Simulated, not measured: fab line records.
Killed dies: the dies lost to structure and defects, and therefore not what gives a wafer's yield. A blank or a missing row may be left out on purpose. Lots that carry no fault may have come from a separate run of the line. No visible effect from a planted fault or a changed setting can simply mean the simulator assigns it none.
fab line records    flow rit-cmos
record: lots: 6  wafers: 18  last-day: 7
route steps=202 shown NSD@139 PSD@142 M1@202
lots that met no fault: taken from a fault-free run of the same line
start-h: hours from the record's opening day to when the first of the lot's shown wafers began    wait-h: time in hours since the lot's previous step    " identical to the entry in the row above    L1.1+2: a row that stands for several wafers    - no value, or no start was given    * or withheld: withheld    < > ~ a bound
route shown NAME@n: names a module that has steps shown in the file, with the first one's number in the route    usual: average and standard deviation across the fault-free wafers    same: alike in all rows    chamber/n: place in a boat    sites: per-site readings    _std_site: standard deviation across them    _edge_site: mean of outer sites minus mean of inner sites    radius-mm: how far each site lies from the wafer's centre    mask NAME#n: copy n    behind: the last tool/chamber to shape the wafer    hold: the reason the lot was held/the length of the hold in hours/how it ended    device: which transistor (n, p or np) failed to switch    end of line: the route-end tests of the same wafers    a step without rows: its recipe alone    killed: at the first sort, the dies lost to defects and structure; wafer yield is something else    map: dies across one wafer; x = killed, . = not, _ = none there
set.NAME: the setting that was run; set.NAME@STEP: the one run at that earlier step    model.NAME: the simulator's own value behind a step, which no gauge read
lots at selected steps of the route; one table per step, one row per wafer
services: a tool's chamber out of use, with start hour (start-h, from the record's first day; less than 0 if before it), hours out, and reason
== steps ==
step: RIT_NSD_IMPLANT_08
recipe: species: P  energy-kev: 25  dose-cm2: 1e+15  tilt-deg: 7
step: RIT_NSD_STRIP_09
recipe: chemistry: O2  time-s: 180  resist: NOVOLAK  platen-temp-c: withheld  power-w: 500  pressure-mtorr: 4000  o2-flow-sccm: 4000
usual: chamber-pressure-mTorr: 4000/3.7  drypump-motor-current-A: 5.7/0.43
lot.wafer  tool             chamber  start-h  wait-h  chamber-pressure-mTorr  drypump-motor-current-A  rf-hours-counter-h
L401.1     plasma-asher-04  1        80.70    0.1     4001                    5.2                      40
L401.2     "                0        "        "       4003                    5.3                      40
L401.5     "                0        "        "       3999                    5.3                      -
L404.2     plasma-asher-04  0        101.29   0.1     3999                    5.3                      42
L404.3     "                0        "        "       3998                    5.2                      -
L404.4     "                1        "        "       3999                    5.1                      -
L406.2     plasma-asher-03  1        116.70   0.1     4007                    6.4                      29
L406.3     "                1        "        "       4005                    6.4                      -
L406.4     "                0        "        "       4006                    6.1                      -
L408.1     plasma-asher-01  1        135.86   0.1     3998                    5.5                      2
L408.2     "                0        "        "       4001                    5.8                      2
L408.3     "                0        "        "       4002                    5.8                      -
L410.2     plasma-asher-01  1        138.55   0.1     4003                    5.5                      2
L410.4     "                0        "        "       3996                    5.8                      -
L410.6     "                0        "        "       3999                    5.8                      -
L418.2     plasma-asher-03  0        167.92   0.1     4004                    6.0                      35
L418.3     "                0        "        "       4000                    6.0                      -
L418.5     "                1        "        "       3999                    6.4                      -
step: RIT_NSD_TW_MEAS_10
usual: NSD_TW: 3105/18
lot.wafer  tool           chamber  start-h  wait-h  NSD_TW
L401.1     film-metro-01  -        80.88    0.1     3096
L401.2     "              -        "        "       3116
L401.5     "              -        "        "       3100
L404.2     film-metro-01  -        101.48   0.1     3131
L404.3     "              -        "        "       3109
L404.4     "              -        "        "       3118
L406.2     film-metro-02  -        116.89   0.1     3108
L406.3     "              -        "        "       3109
L406.4     "              -        "        "       3106
L408.1     film-metro-02  -        136.04   0.1     3135
L408.2     "              -        "        "       3136
L408.3     "              -        "        "       3123
L410.2     film-metro-01  -        138.74   0.1     3106
L410.4     "              -        "        "       3100
L410.6     "              -        "        "       3099
L418.2     film-metro-04  -        168.11   0.1     3077
L418.3     "              -        "        "       3097
L418.5     "              -        "        "       3100
step: RIT_PSD_HMDS_00
recipe: prime-time-s: 60  prime-temp-c: 140
step: RIT_PSD_COAT_01
recipe: resist: NOVOLAK  spin-rpm: 3250  resist-thk-nm: 1000
step: RIT_PSD_SOFTBAKE_02
recipe: resist: NOVOLAK  temp-c: 90  time-s: 60
step: RIT_PSD_EXPOSE_03
recipe: mask-id: M10  na: 0.57  target-cd-nm: 40900  dose-mj: 250
step: RIT_PSD_PEB_04
recipe: resist: NOVOLAK  temp-c: withheld  time-s: withheld
step: RIT_PSD_DEVELOP_05
recipe: resist: NOVOLAK  develop-time-s: 50  dev-temp-c: 23
step: RIT_PSD_OVL_MEAS_06
usual: PSD_OVL: -0.7/1.4
lot.wafer  tool        chamber  start-h  wait-h  PSD_OVL[nm]
L401.1     overlay-01  -        81.79    -       -2.0
L401.2     "           -        "        "       -3.2
L401.5     "           -        "        "       -2.8
L404.2     overlay-02  -        102.38   -       -0.7
L404.3     "           -        "        "       -3.1
L404.4     "           -        "        "       -2.4
L406.2     overlay-01  -        117.92   -       -1.4
L406.3     "           -        "        "       0.4
L406.4     "           -        "        "       -0.5
L408.1     overlay-01  -        137.49   -       -1.3
L408.2     "           -        "        "       -1.4
L408.3     "           -        "        "       -1.2
L410.2     overlay-02  -        139.81   -       -1.9
L410.4     "           -        "        "       -1.1
L410.6     "           -        "        "       -2.7
L418.2     overlay-02  -        169.01   -       -1.2
L418.3     "           -        "        "       -1.7
L418.5     "           -        "        "       0.0
step: RIT_PSD_HARDBAKE_07
recipe: resist: NOVOLAK  temp-c: 140  time-s: 60
step: RIT_PSD_IMPLANT_08
recipe: species: BF2  energy-kev: 26.73  dose-cm2: 5e+15  tilt-deg: 7
step: RIT_PSD_STRIP_09
recipe: chemistry: O2  time-s: 180  resist: NOVOLAK  platen-temp-c: withheld  power-w: 500  pressure-mtorr: 4000  o2-flow-sccm: 4000
usual: chamber-pressure-mTorr: 4000/3.4  drypump-motor-current-A: 6.1/0.36
lot.wafer  tool             chamber  start-h  wait-h  chamber-pressure-mTorr  drypump-motor-current-A  rf-hours-counter-h  model.NOVOLAK_of_PSD_COAT_01.thk-nm
L401.1     plasma-asher-02  0        82.12    0.1     3999                    6.6                      46                  0
L401.2     "                1        "        "       3999                    6.3                      46                  0
L401.5     "                1        "        "       3996                    6.3                      -                   0
L404.2     plasma-asher-02  0        102.71   0.1     4001                    6.6                      48                  0
L404.3     "                1        "        "       3997                    6.3                      -                   0
L404.4     "                0        "        "       4008                    6.6                      -                   0
L406.2     plasma-asher-01  1        118.25   0.1     4004                    5.5                      0                   0
L406.3     "                1        "        "       4007                    5.5                      -                   0
L406.4     "                0        "        "       4002                    5.8                      -                   0
L408.1     plasma-asher-03  0        138.33   0.1     -                       -                        -                   879.5
L408.2     "                1        "        "       -                       -                        -                   879.6
L408.3     "                1        "        "       -                       -                        -                   877.5
L410.2     plasma-asher-01  1        140.49   0.1     -                       -                        -                   884.9
L410.4     "                1        "        "       -                       -                        -                   879.9
L410.6     "                1        "        "       -                       -                        -                   883.6
L418.2     plasma-asher-03  1        169.34   0.1     4002                    6.4                      35                  0
L418.3     "                1        "        "       3994                    6.4                      -                   0
L418.5     "                1        "        "       4001                    6.4                      -                   0
step: RIT_PSD_TW_MEAS_10
usual: PSD_TW: 3406/18
lot.wafer  tool           chamber  start-h  wait-h  PSD_TW
L401.1     film-metro-04  -        82.30    0.1     3389
L401.2     "              -        "        "       3399
L401.5     "              -        "        "       3401
L404.2     film-metro-02  -        102.90   0.1     3417
L404.3     "              -        "        "       3414
L404.4     "              -        "        "       3402
L406.2     film-metro-01  -        118.43   0.1     3397
L406.3     "              -        "        "       3385
L406.4     "              -        "        "       3415
L408.1     film-metro-02  -        138.51   0.1     3423
L408.2     "              -        "        "       3423
L408.3     "              -        "        "       3440
L410.2     film-metro-02  -        140.67   0.1     3423
L410.4     "              -        "        "       3439
L410.6     "              -        "        "       3436
L418.2     film-metro-02  -        169.53   0.1     3410
L418.3     "              -        "        "       3415
L418.5     "              -        "        "       3424
step: RIT_M1_PROBE_99
usual: killed_at_M0_to_M3: 0.0/0.12  killed-at-contacts: 0.1/0.23  killed-at-front-end: 6.6/2.9  killed-dies: 6.7/3  killed-on-rim: 1.7/1.4  killed-open: 3.5/2.1  killed-short: 3.2/1.8
same: gross-dies: 264  killed_at_M4_up: 0  killed-at-back-side: 0  killed-at-other: 0
lot.wafer  tool       chamber  start-h  wait-h  killed_at_M0_to_M3  killed-at-contacts  killed-at-front-end  killed-dies  killed-on-rim  killed-open  killed-short
L401.1     prober-01  -        90.19    0.1     0                   0                   3                    3            1              1            2
L401.2     prober-01  -        90.24    0.1     0                   0                   3                    3            0              1            2
L401.5     prober-01  -        90.39    0.2     0                   0                   3                    3            1              1            2
L404.2     prober-01  -        111.06   0.1     0                   0                   5                    5            1              3            2
L404.3     prober-01  -        111.11   0.2     0                   0                   8                    8            0              5            3
L404.4     prober-01  -        111.16   0.2     0                   0                   9                    9            0              6            3
L406.2     prober-01  -        126.90   0.1     0                   0                   4                    4            0              1            3
L406.3     prober-01  -        126.95   0.2     0                   0                   8                    8            1              4            4
L406.4     prober-01  -        127.00   0.2     1                   0                   6                    7            2              4            3
L408.1     prober-01  -        147.09   0.1     0                   0                   264                  264          70             1            1
L408.2     prober-01  -        147.14   0.1     0                   0                   264                  264          70             3            1
L408.3     prober-01  -        147.19   0.2     0                   1                   263                  264          70             5            3
L410.2     prober-02  -        148.73   0.1     0                   0                   264                  264          70             6            1
L410.4     prober-02  -        148.83   0.2     0                   0                   264                  264          70             3            4
L410.6     prober-02  -        148.93   0.2     0                   0                   264                  264          70             4            2
L418.2     prober-02  -        177.67   0.1     0                   0                   5                    5            1              2            3
L418.3     prober-02  -        177.72   0.2     0                   0                   5                    5            1              0            5
L418.5     prober-02  -        177.82   0.2     0                   0                   9                    9            3              6            3
killed by level:class
L401.1 GATE:geometric-particle:open=1 REOX:geometric-particle:short=1 SPACER:geometric-particle:short=1
L401.2 FOX2:geometric-particle:open=1 GATE:geometric-particle:short=1 SILICIDE:geometric-particle:short=1
L401.5 GATE:geometric-particle:short=2 GATE:geometric-particle:open=1
L404.2 GATE:geometric-particle:open=2 REOX:geometric-particle:short=1 SPACER:geometric-particle:open=1 SPACER:geometric-particle:short=1
L404.3 FOX1:geometric-particle:open=2 GATE:geometric-particle:open=2 FOX1:geometric-particle:short=1 GATE:geometric-particle:short=1 REOX:geometric-particle:short=1 REOX:geometric-particle:open=1
L404.4 FOX1:geometric-particle:open=3 GATE:geometric-particle:open=2 GATE:geometric-particle:short=1 REOX:geometric-particle:short=1 SPACER:geometric-particle:short=1 SPACER:geometric-particle:open=1
L406.2 GATE:geometric-particle:short=3 GATE:geometric-particle:open=1
L406.3 GATE:geometric-particle:open=2 REOX:geometric-particle:open=2 FOX2:geometric-particle:short=1 GATE:geometric-particle:short=1 REOX:geometric-particle:short=1 SILICIDE:geometric-particle:short=1
L406.4 GATE:geometric-particle:open=3 FOX2:geometric-particle:short=1 GATE:geometric-particle:short=1 REOX:geometric-particle:open=1 M1:geometric-particle:short=1
L408.1 SDANNEAL:area-rta=262 SPACER:geometric-particle:open=1 SPACER:geometric-particle:short=1
L408.2 SDANNEAL:area-rta=260 SPACER:geometric-particle:open=2 GATE:geometric-particle:open=1 GATE:geometric-particle:short=1
L408.3 SDANNEAL:area-rta=256 FOX1:geometric-particle:open=1 FOX2:geometric-particle:short=1 GATE:geometric-particle:short=1 REOX:geometric-particle:open=1 SPACER:geometric-particle:open=1 SILICIDE:geometric-particle:short=1 SILICIDE:geometric-particle:open=1
L410.2 SDANNEAL:area-rta=257 SPACER:geometric-particle:open=3 FOX2:geometric-particle:open=2 FOX2:geometric-particle:short=1 SILICIDE:geometric-particle:open=1
L410.4 SDANNEAL:area-rta=257 GATE:geometric-particle:short=2 GATE:geometric-particle:open=2 FOX1:geometric-particle:short=1 SPACER:geometric-particle:open=1 SILICIDE:geometric-particle:short=1
L410.6 SDANNEAL:area-rta=258 FOX1:geometric-particle:short=2 GATE:geometric-particle:open=2 REOX:geometric-particle:open=1 SILICIDE:geometric-particle:open=1
L418.2 FOX1:geometric-particle:short=1 FOX2:geometric-particle:open=1 GATE:geometric-particle:short=1 GATE:geometric-particle:open=1 SPACER:geometric-particle:short=1
L418.3 GATE:geometric-particle:short=4 FOX2:geometric-particle:short=1
L418.5 GATE:geometric-particle:short=3 GATE:geometric-particle:open=2 FOX1:geometric-particle:open=1 FOX2:geometric-particle:open=1 SPACER:geometric-particle:open=1 SILICIDE:geometric-particle:open=1
map L408.1 (x killed, . not)
________xxxxxxx_______
_____xxxxxxxxxxxxx____
____xxxxxxxxxxxxxxx___
___xxxxxxxxxxxxxxxxx__
__xxxxxxxxxxxxxxxxxxx_
__xxxxxxxxxxxxxxxxxxx_
_xxxxxxxxxxxxxxxxxxxxx
_xxxxxxxxxxxxxxxxxxxxx
_xxxxxxxxxxxxxxxxxxxxx
_xxxxxxxxxxxxxxxxxxxxx
__xxxxxxxxxxxxxxxxxxx_
__xxxxxxxxxxxxxxxxxxx_
___xxxxxxxxxxxxxxxxx__
____xxxxxxxxxxxxxxx___
_____xxxxxxxxxxxxx____
________xxxxxxx_______
map L410.2 (x killed, . not)
________xxxxxxx_______
_____xxxxxxxxxxxxx____
____xxxxxxxxxxxxxxx___
___xxxxxxxxxxxxxxxxx__
__xxxxxxxxxxxxxxxxxxx_
__xxxxxxxxxxxxxxxxxxx_
_xxxxxxxxxxxxxxxxxxxxx
_xxxxxxxxxxxxxxxxxxxxx
_xxxxxxxxxxxxxxxxxxxxx
_xxxxxxxxxxxxxxxxxxxxx
__xxxxxxxxxxxxxxxxxxx_
__xxxxxxxxxxxxxxxxxxx_
___xxxxxxxxxxxxxxxxx__
____xxxxxxxxxxxxxxx___
_____xxxxxxxxxxxxx____
________xxxxxxx_______
== services ==
tool             chamber  start-h  hours  kind
plasma-asher-01  -        108.75   9.0    pm
plasma-asher-01  0        108.75   9.0    vent-cycle
plasma-asher-01  1        108.75   9.0    vent-cycle
plasma-asher-02  -        111.76   0.5    repair
plasma-asher-01  0        117.75   -      clean
plasma-asher-01  1        117.75   -      clean
plasma-asher-02  -        127.91   2.8    pm
== key ==
first-sign: step: RIT_PSD_STRIP_09  reading: tool-record  direction: missing
effect: step: RIT_M1_PROBE_99  reading: killed-at-front-end  direction: up  sigmas: 87  usual: 6.6  struck: 263.8
model-effect: step: RIT_PSD_STRIP_09  value: NOVOLAK_of_PSD_COAT_01.thk-nm  without: 0  struck: 880.8
more-kills-born-at: RIT_SDANNEAL_RTA_03@rtp-anneal-01: 778  RIT_SDANNEAL_RTA_03@rtp-anneal-02: 772
met-at RIT_PSD_STRIP_09
struck-wafers L408.1,L408.2,L408.3,L410.2,L410.4,L410.6
later-rows-left-out L408.1,L408.2,L408.3,L410.2,L410.4,L410.6
tester-left-out L408,L410
onset-between 118.25 138.33
fault: kind: skipped-step-whole  tool: plasma-asher-01,plasma-asher-03  chamber: -  onset-h: 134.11  steps: RIT_PSD_STRIP_09  scope: struck-lots-only
tester-left-out: of these lots the tester's yield and bins aren't shown, on N5 and GAA mostly nor the transistor test; their killed dies are dies lost to structure and defects alone, not to doping, threshold or leakage, so they don't give the yield
later-rows-left-out: the simulator's readings of these wafers behind a module that went badly wrong aren't trusted and aren't shown, but for the sort
